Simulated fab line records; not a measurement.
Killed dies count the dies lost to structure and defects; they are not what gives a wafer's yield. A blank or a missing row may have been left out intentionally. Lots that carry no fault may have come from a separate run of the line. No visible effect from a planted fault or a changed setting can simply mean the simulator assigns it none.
fab line records | flow rit-cmos
[record] lots = 6 wafers = 18 last-day = 7
route steps=202 shown PSD@150 SDANNEAL@153 NSD@158 PLDD@159 NLDD@160 SILICIDE@161 M1@202
lots that met no fault: taken from a fault-free run of the same line
start-h: hours from the record's opening day to when the first of the lot's shown wafers began | wait-h: how many hours have passed since the lot's step before this one | " as in the row above | L1.1+2: one row covering several wafers at once | - no value present, or no start provided | * or withheld: withheld | < > ~ a bound
route shown NAME@n: a module of which the file shows steps, and the number in the route of the first | usual: mean/standard deviation taken from wafers without a fault | same: alike in all rows | chamber/n: place in a boat | sites: readings site by site | _std_site: their standard deviation | _edge_site: outer sites' mean less inner sites' | radius-mm: how far each site lies from the wafer's centre | mask NAME#n: copy n | behind: tool/chamber where the wafer was last shaped | hold: the reason the lot was held/the length of the hold in hours/how it ended | device: transistor that didn't switch, given as n, p or np | end of line: the tests these same wafers got at the end of their route | a step given without rows: its recipe and nothing more | killed: not the wafer's yield, but the dies lost to structure and defects at the first sort | map: shows each die of a wafer: x if killed, . if not, _ if none is there
set.NAME: the setting that was run; set.NAME@STEP: the one run at that earlier step | model.NAME: the simulator's own value behind a step, which no gauge read
a table for each step, a row for each wafer; lots at some steps of the route
services: when a tool's chamber went out of use (start-h, in hours from the record's first day, below 0 if earlier), for how many hours, and the reason
[[steps]]
[step RIT_PSD_IMPLANT_08]
[recipe] species = BF2 energy-kev = 27 dose-cm2 = 4.885e+15 tilt-deg = 7
[step RIT_PSD_STRIP_09]
[recipe] chemistry = O2 time-s = 180 resist = NOVOLAK platen-temp-c = withheld power-w = 500 pressure-mtorr = 4000 o2-flow-sccm = 4000
[usual] drypump-motor-current-A = 5.4/0.45
// columns lot.wafer tool chamber start-h wait-h drypump-motor-current-A rf-hours-counter-h
L372.2 plasma-asher-01 1 55.91 0.1 5.3 41
L372.3 " 1 " " 5.3 -
L372.6 " 1 " " 5.3 -
L384.3 plasma-asher-03 1 118.97 0.1 6.2 -
L384.5 " 0 " " 5.9 -
L384.6 " 1 " " 6.2 -
L385.1 plasma-asher-04 1 122.27 0.1 5.4 0
L385.4 " 1 " " 5.4 -
L385.5 " 0 " " 4.8 -
L386.1 plasma-asher-01 0 128.12 0.1 5.1 48
L386.2 " 1 " " 5.3 48
L386.4 " 0 " " 5.1 -
L391.2 plasma-asher-03 0 152.70 0.1 5.9 38
L391.4 " 1 " " 6.2 -
L391.6 " 1 " " 6.2 -
L393.2 plasma-asher-03 1 164.01 0.1 6.2 39
L393.4 " 0 " " 5.9 -
L393.5 " 0 " " 5.9 -
[step RIT_PSD_TW_MEAS_10]
[usual] PSD_TW = 3460/45
// columns lot.wafer tool chamber start-h wait-h PSD_TW
L372.2 film-metro-01 - 56.09 0.1 3441
L372.3 " - " " 3450
L372.6 " - " " 3442
L384.3 film-metro-04 - 119.11 0.1 3475
L384.5 " - " " 3499
L384.6 " - " " 3503
L385.1 film-metro-02 - 122.44 0.1 3417
L385.4 " - " " 3427
L385.5 " - " " 3398
L386.1 film-metro-04 - 128.30 0.1 3508
L386.2 " - " " 3509
L386.4 " - " " 3506
L391.2 film-metro-02 - 152.89 0.1 3383
L391.4 " - " " 3386
L391.6 " - " " 3375
L393.2 film-metro-02 - 164.20 0.1 3392
L393.4 " - " " 3406
L393.5 " - " " 3391
[step RIT_SDANNEAL_CLEAN_00]
[recipe] chemistry = SC1 mix = 3:3:50 time-s = 600 temp-c = 75
[step RIT_SDANNEAL_CLEAN_01]
[recipe] chemistry = dHF dilution = 50:1 time-s = 30
[step RIT_SDANNEAL_CLEAN_02]
[recipe] chemistry = SC2 mix = 3:3:50 time-s = 600 temp-c = 75 dry = n2-spin
[step RIT_SDANNEAL_RTA_03]
[recipe] temp-c = 1050 time-s = 5 idle-temp-c = 600 ramp-up-c-per-s = 342 ramp-down-c-per-s = 171 cool-to-c = 600 ambient = N2
[usual] wafer_temp_C_max = 1053.5/1.1
// columns lot.wafer tool chamber start-h wait-h wafer_temp_C_max
L372.2 rtp-anneal-01 0 56.54 0.0 1053.5
L372.3 " 0 " " 1051.5
L372.6 " 0 " " 1054.7
L384.3 rtp-anneal-01 0 119.53 0.0 1052.9
L384.5 " 0 " " 1052.4
L384.6 " 0 " " 1051.9
L385.1 rtp-anneal-02 0 123.22 0.0 1052.0
L385.4 " 0 " " 1054.8
L385.5 " 0 " " 1054.4
L386.1 rtp-anneal-01 0 128.92 0.0 1056.3
L386.2 " 0 " " 1052.3
L386.4 " 0 " " 1051.0
L391.2 rtp-anneal-02 0 153.32 0.0 1054.0
L391.4 " 0 " " 1054.3
L391.6 " 0 " " 1054.5
L393.2 rtp-anneal-02 0 164.62 0.0 1054.4
L393.4 " 0 " " 1054.3
L393.5 " 0 " " 1052.0
[step RIT_SDANNEAL_RS_MEAS_04]
[recipe] thk-meas-gauge = four-point-probe
[usual] PSD_RS = 116.29/0.29
// columns lot.wafer tool chamber start-h wait-h PSD_RS[ohm/sq]
L372.2 film-metro-01 - 56.61 0.1 116.37
L372.3 " - " " 116.14
L372.6 " - " " 116.31
L384.3 film-metro-02 - 119.61 0.1 116.38
L384.5 " - " " 116.16
L384.6 " - " " 116.35
L385.1 film-metro-04 - 123.28 0.0 116.49
L385.4 " - " " 116.70
L385.5 " - " " 116.76
L386.1 film-metro-04 - 128.98 0.0 116.73
L386.2 " - " " 116.53
L386.4 " - " " 116.79
L391.2 film-metro-04 - 153.38 0.1 116.05
L391.4 " - " " 116.02
L391.6 " - " " 116.14
L393.2 film-metro-02 - 164.69 0.1 116.32
L393.4 " - " " 115.94
L393.5 " - " " 115.87
[step RIT_SDANNEAL_RS_MEAS_05]
[recipe] thk-meas-gauge = four-point-probe
[usual] NSD_RS = 85.50/0.3
// columns lot.wafer tool chamber start-h wait-h NSD_RS[ohm/sq]
L372.2 film-metro-01 - 56.73 0.1 85.36
L372.3 " - " " 85.48
L372.6 " - " " 85.48
L384.3 film-metro-02 - 119.73 0.1 85.52
L384.5 " - " " 85.77
L384.6 " - " " 85.37
L385.1 film-metro-04 - 123.40 0.1 85.95
L385.4 " - " " 86.34
L385.5 " - " " 85.90
L386.1 film-metro-04 - 129.10 0.1 85.98
L386.2 " - " " 85.83
L386.4 " - " " 85.67
L391.2 film-metro-04 - 153.50 0.1 85.55
L391.4 " - " " 85.16
L391.6 " - " " 85.18
L393.2 film-metro-02 - 164.81 0.1 85.20
L393.4 " - " " 85.00
L393.5 " - " " 84.92
[step RIT_SDANNEAL_RS_MEAS_06]
[recipe] thk-meas-gauge = four-point-probe
[usual] PLDD_RS = 178.7/0.4
// columns lot.wafer tool chamber start-h wait-h PLDD_RS[ohm/sq]
L372.2 film-metro-01 - 56.85 0.1 178.8
L372.3 " - " " 178.3
L372.6 " - " " 178.4
L384.3 film-metro-02 - 119.85 0.1 178.5
L384.5 " - " " 178.7
L384.6 " - " " 178.5
L385.1 film-metro-04 - 123.52 0.1 178.6
L385.4 " - " " 179.4
L385.5 " - " " 178.6
L386.1 film-metro-04 - 129.22 0.1 178.6
L386.2 " - " " 179.1
L386.4 " - " " 178.5
L391.2 film-metro-04 - 153.62 0.1 179.1
L391.4 " - " " 178.8
L391.6 " - " " 178.9
L393.2 film-metro-02 - 164.93 0.1 178.7
L393.4 " - " " 178.8
L393.5 " - " " 178.8
[step RIT_SDANNEAL_RS_MEAS_07]
[recipe] thk-meas-gauge = four-point-probe
[usual] NLDD_RS = 151.6/0.57
// columns lot.wafer tool chamber start-h wait-h NLDD_RS[ohm/sq]
L372.2 film-metro-01 - 56.97 0.1 151.6
L372.3 " - " " 151.2
L372.6 " - " " 150.9
L384.3 film-metro-02 - 119.97 0.1 151.9
L384.5 " - " " 152.0
L384.6 " - " " 151.7
L385.1 film-metro-04 - 123.64 0.1 152.0
L385.4 " - " " 151.8
L385.5 " - " " 151.1
L386.1 film-metro-04 - 129.34 0.1 152.1
L386.2 " - " " 151.9
L386.4 " - " " 151.6
L391.2 film-metro-04 - 153.74 0.1 152.6
L391.4 " - " " 152.2
L391.6 " - " " 152.7
L393.2 film-metro-02 - 165.05 0.1 150.9
L393.4 " - " " 151.1
L393.5 " - " " 150.8
[step RIT_SILICIDE_WET_ETCH_00]
[recipe] chemistry = BOE target = SiO2 target-depth-nm = 14 time-s = 15 dry = n2-spin dilution = 10:1 temp-c = 21.5
[step RIT_SILICIDE_SPUTTER_01]
[recipe] material = Ti target-thk-nm = 30 power-w = 350 chamber-pressure-pa = 0.667 gas = Ar time-s = 240 substrate-temp-c = 25
[usual] throttle-valve-pct = 29.8/0.94
// columns lot.wafer tool chamber start-h wait-h throttle-valve-pct model.Ti_of_SILICIDE_SPUTTER_01.thk-nm
L372.2 pvd-sputter-01 - 57.08 0.0 29.2 30.43
L372.3 " - " " 30.9 30.11
L372.6 " - " " 29.8 29.87
L384.3 pvd-sputter-01 - 120.06 0.0 29.8 29.99
L384.5 " - " " 30.5 17.95
L384.6 " - " " 29.3 30.41
L385.1 pvd-sputter-03 - 123.77 0.0 30.5 30.36
L385.4 " - " " 31.0 30.15
L385.5 " - " " 30.4 30.41
L386.1 pvd-sputter-01 - 129.48 0.0 29.3 30.27
L386.2 " - " " 30.8 18.26
L386.4 " - " " 30.1 29.95
L391.2 pvd-sputter-03 - 153.86 0.0 30.7 29.45
L391.4 " - " " 30.2 30.12
L391.6 " - " " 30.7 29.54
L393.2 pvd-sputter-03 - 165.16 0.0 30.4 29.9
L393.4 " - " " 30.4 29.33
L393.5 " - " " 30.8 29.77
[step RIT_SILICIDE_RS_MEAS_02]
[recipe] thk-meas-gauge = four-point-probe reads = Ti_of_SILICIDE_SPUTTER_01
[usual] SILICIDE_TI_RS = 47.7/0.91
// columns lot.wafer tool chamber start-h wait-h SILICIDE_TI_RS[ohm/sq]
L372.2 film-metro-03 - 57.25 0.1 47.0
L372.3 " - " " 47.7
L372.6 " - " " 48.1
L384.3 film-metro-03 - 120.25 0.1 48.0
L384.5 " - " " 91.8
L384.6 " - " " 47.1
L385.1 film-metro-03 - 123.92 0.1 47.1
L385.4 " - " " 47.6
L385.5 " - " " 47.0
L386.1 film-metro-02 - 129.63 0.1 47.3
L386.2 " - " " 89.9
L386.4 " - " " 47.9
L391.2 film-metro-03 - 154.03 0.1 49.0
L391.4 " - " " 47.7
L391.6 " - " " 48.8
L393.2 film-metro-03 - 165.33 0.1 48.0
L393.4 " - " " 49.3
L393.5 " - " " 48.3
[step RIT_SILICIDE_THK_MEAS_03]
[recipe] thk-meas-gauge = xrf reads = Ti_of_SILICIDE_SPUTTER_01
[usual] SILICIDE_TI_THK = 30.2/0.49
// columns lot.wafer tool chamber start-h wait-h SILICIDE_TI_THK[nm]
L372.2 film-metro-03 - 57.36 0.1 30.7
L372.3 " - " " 30.3
L372.6 " - " " 30.1
L384.3 film-metro-03 - 120.35 0.1 30.2
L384.5 " - " " 18.0
L384.6 " - " " 30.7
L385.1 film-metro-03 - 124.04 0.1 30.6
L385.4 " - " " 30.3
L385.5 " - " " 30.6
L386.1 film-metro-02 - 129.75 0.1 30.2
L386.2 " - " " 18.2
L386.4 " - " " 30.0
L391.2 film-metro-03 - 154.14 0.1 29.6
L391.4 " - " " 30.1
L391.6 " - " " 29.6
L393.2 film-metro-03 - 165.44 0.1 29.9
L393.4 " - " " 29.5
L393.5 " - " " 29.8
[step RIT_SILICIDE_RTA_04]
[recipe] temp-c = 650 time-s = 10 idle-temp-c = 25 ramp-up-s = 5 ramp-down-s = 5 cool-to-c = 25 ambient = N2
[usual] wafer_temp_C_max = 652.7/1.2
// columns lot.wafer tool chamber start-h wait-h wafer_temp_C_max
L372.2 rtp-anneal-02 0 57.42 0.1 652.1
L372.3 " 0 " " 651.4
L372.6 " 0 " " 651.8
L384.3 rtp-anneal-02 0 120.42 0.1 651.6
L384.5 " 0 " " 651.8
L384.6 " 0 " " 651.9
L385.1 rtp-anneal-01 0 124.10 0.1 652.9
L385.4 " 0 " " 654.4
L385.5 " 0 " " 652.9
L386.1 rtp-anneal-02 0 129.81 0.1 651.7
L386.2 " 0 " " 652.3
L386.4 " 0 " " 651.3
L391.2 rtp-anneal-01 0 154.20 0.1 654.7
L391.4 " 0 " " 653.4
L391.6 " 0 " " 652.2
L393.2 rtp-anneal-01 0 165.50 0.1 653.0
L393.4 " 0 " " 653.8
L393.5 " 0 " " 653.1
[step RIT_M1_PROBE_99]
[usual] killed-at-contacts = 0.1/0.31 killed-at-front-end = 7/3.2 killed-dies = 7/3.2 killed-open = 3.6/1.9 killed-short = 3.6/2
[same] gross-dies = 264 killed_at_M0_to_M3 = 0 killed_at_M4_up = 0 killed-at-back-side = 0 killed-at-other = 0
// columns lot.wafer tool chamber start-h wait-h killed-at-contacts killed-at-front-end killed-dies killed-open killed-short model.etest.npoly-line.line-ohm-um model.etest.ppoly-line.line-ohm-um model.etest.contact-pplus.end-ohm-um model.etest.ppoly-line.width-nm model.etest.contact-nplus.end-ohm-um model.etest.npoly-line.width-nm model.etest.npoly-line.rs-ohm-sq model.etest.ppoly-line.rs-ohm-sq
L372.2 prober-01 - 64.11 0.1 1 3 4 2 2 175 165.2 44.71 97.88 43.35 97.11 16.79 16.23
L372.3 prober-01 - 64.16 0.2 0 4 4 1 3 173.1 161.2 45.09 101.5 43.22 100.5 17 16.37
L372.6 prober-01 - 64.31 0.2 1 4 5 1 4 173.1 167.2 44.92 99.39 42.52 98.47 16.93 16.45
L384.3 prober-01 - 126.94 0.2 0 10 10 3 7 177.8 169.4 46.78 97.02 43.11 96.02 17.05 16.66
L384.5 prober-01 - 127.04 0.2 0 6 6 4 2 248 232.7 34.74 108.4 33.62 107.2 26.7 25.19
L384.6 prober-01 - 127.09 0.2 0 8 8 6 2 174.1 167.5 47.28 98.44 44.28 98.09 16.88 16.36
L385.1 prober-02 - 130.65 0.1 0 9 9 4 5 166 159.6 47.38 102.7 43.89 101.3 16.88 16.25
L385.4 prober-02 - 130.80 0.2 0 6 6 5 1 169.8 163.1 45.56 99.94 44.26 98.79 16.88 16.38
L385.5 prober-02 - 130.85 0.2 0 9 9 5 4 168.2 164.3 47.37 98.72 44.36 97.77 16.89 16.29
L386.1 prober-01 - 136.37 0.1 0 12 12 4 8 172 163.8 44.52 99.7 43.9 99.11 17.17 16.57
L386.2 prober-01 - 136.42 0.1 0 13 13 7 6 239.4 226.9 34.04 110.2 32.85 109.3 26.39 24.78
L386.4 prober-01 - 136.52 0.2 0 6 6 4 2 176.8 167.6 41.84 98.64 42.32 98.23 16.97 16.66
L391.2 prober-02 - 160.92 0.1 0 6 6 3 3 167.4 160.9 45.12 104.3 43.95 103.1 17.2 16.66
L391.4 prober-02 - 161.02 0.2 1 5 6 6 0 166.9 161.7 45.34 101.8 43.49 101.1 16.95 16.48
L391.6 prober-02 - 161.12 0.2 0 2 2 2 0 164.6 158.8 46.23 103.9 42.88 103.2 17.23 16.61
L393.2 prober-02 - 172.13 0.1 0 7 7 2 5 176.8 168.6 43.84 97.86 41.19 97 17.21 16.7
L393.4 prober-02 - 172.23 0.2 0 5 5 3 2 179.3 174.7 43.08 98 41.39 96.75 17.25 16.88
L393.5 prober-02 - 172.28 0.2 0 8 8 3 5 175.8 165.1 43.67 100.1 40.49 99.55 17.15 16.6
// killed by level:class
L372.2 GATE:geometric-particle:open=1 GATE:geometric-particle:short=1 SILICIDE:geometric-particle:open=1 CONTACT:geometric-particle:short=1
L372.3 GATE:geometric-particle:short=2 FOX1:geometric-particle:open=1 SILICIDE:geometric-particle:short=1
L372.6 SILICIDE:geometric-particle:short=2 GATE:geometric-particle:short=1 SPACER:geometric-particle:short=1 CONTACT:geometric-particle:open=1
L384.3 SPACER:geometric-particle:short=3 FOX2:geometric-particle:short=2 FOX2:geometric-particle:open=1 GATE:geometric-particle:open=1 REOX:geometric-particle:short=1 SPACER:geometric-particle:open=1 SILICIDE:geometric-particle:short=1
L384.5 SPACER:geometric-particle:open=2 GATE:geometric-particle:open=1 REOX:geometric-particle:short=1 REOX:geometric-particle:open=1 SPACER:geometric-particle:short=1
L384.6 FOX2:geometric-particle:open=4 GATE:geometric-particle:open=2 GATE:geometric-particle:short=1 SPACER:geometric-particle:short=1
L385.1 GATE:geometric-particle:short=2 ACTIVE:geometric-particle:open=1 FOX2:geometric-particle:open=1 FOX2:geometric-particle:short=1 GATE:geometric-particle:open=1 SPACER:geometric-particle:short=1 SPACER:geometric-particle:open=1 SILICIDE:geometric-particle:short=1
L385.4 REOX:geometric-particle:open=3 GATE:geometric-particle:open=2 SPACER:geometric-particle:short=1
L385.5 FOX1:geometric-particle:short=2 FOX1:geometric-particle:open=2 SILICIDE:geometric-particle:short=2 FOX2:geometric-particle:open=1 SPACER:geometric-particle:open=1 SILICIDE:geometric-particle:open=1
L386.1 GATE:geometric-particle:short=5 REOX:geometric-particle:short=2 FOX1:geometric-particle:open=1 FOX2:geometric-particle:open=1 GATE:geometric-particle:open=1 SPACER:geometric-particle:short=1 SPACER:geometric-particle:open=1
L386.2 FOX1:geometric-particle:short=3 GATE:geometric-particle:open=3 SILICIDE:geometric-particle:short=2 SILICIDE:geometric-particle:open=2 FOX1:geometric-particle:open=1 GATE:geometric-particle:short=1 SPACER:geometric-particle:open=1
L386.4 GATE:geometric-particle:open=2 SILICIDE:geometric-particle:open=2 FOX1:geometric-particle:short=1 GATE:geometric-particle:short=1
L391.2 GATE:geometric-particle:open=2 GATE:geometric-particle:short=2 SILICIDE:geometric-particle:open=1 SILICIDE:geometric-particle:short=1
L391.4 GATE:geometric-particle:open=3 FOX1:geometric-particle:open=2 CONTACT:geometric-particle:open=1
L391.6 FOX1:geometric-particle:open=1 GATE:geometric-particle:open=1
L393.2 REOX:geometric-particle:short=2 REOX:geometric-particle:open=2 SILICIDE:geometric-particle:short=2 FOX2:geometric-particle:short=1
L393.4 FOX1:geometric-particle:open=1 GATE:geometric-particle:short=1 REOX:geometric-particle:short=1 REOX:geometric-particle:open=1 SILICIDE:geometric-particle:open=1
L393.5 SILICIDE:geometric-particle:short=2 FOX1:geometric-particle:open=1 FOX2:geometric-particle:short=1 GATE:geometric-particle:short=1 GATE:geometric-particle:open=1 SPACER:geometric-particle:open=1 SPACER:geometric-particle:short=1
[[services]]
// columns tool chamber start-h hours kind
plasma-asher-01 - 71.10 1.1 repair
plasma-asher-04 - 93.70 0.7 repair
pvd-sputter-03 - 106.14 3.8 repair
plasma-asher-04 - 108.75 9.0 pm
plasma-asher-04 0 108.75 9.0 vent-cycle
plasma-asher-04 1 108.75 9.0 vent-cycle
plasma-asher-04 - 117.75 2.8 pm
plasma-asher-04 0 117.75 - clean
plasma-asher-04 1 117.75 - clean
pvd-sputter-01 - 139.79 0.6 repair
[[key]]
[first-sign] step = RIT_SILICIDE_RS_MEAS_02 reading = SILICIDE_TI_RS direction = up sigmas = 48 usual = 47.7 struck = 90.8
[effect] step = RIT_SILICIDE_THK_MEAS_03 reading = SILICIDE_TI_THK direction = down sigmas = 25 usual = 30.2 struck = 18.1
[model-effect] step = RIT_SILICIDE_SPUTTER_01 value = Ti_of_SILICIDE_SPUTTER_01.thk-nm without = 30.04 struck = 18.11
[model-effect] step = RIT_M1_PROBE_99 value = etest.npoly-line.line-ohm-um without = 173.7 struck = 243.7
met-at RIT_SILICIDE_SPUTTER_01
struck-wafers L384.5,L386.2
tester-left-out L384,L386
onset-between 57.08 120.06
[fault] kind = process-parameter-drift tool = pvd-sputter-01 chamber = - onset-h = 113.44 steps = RIT_SILICIDE_SPUTTER_01 channel = target-thk-nm offset = -11.94 shape = step end-h = 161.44 stated = 30 scope = struck-wafers-only
// tester-left-out: of these lots the tester's yield and bins aren't shown, on N5 and GAA mostly nor the transistor test; their killed dies are dies lost to structure and defects alone, not to doping, threshold or leakage, so they don't give the yield
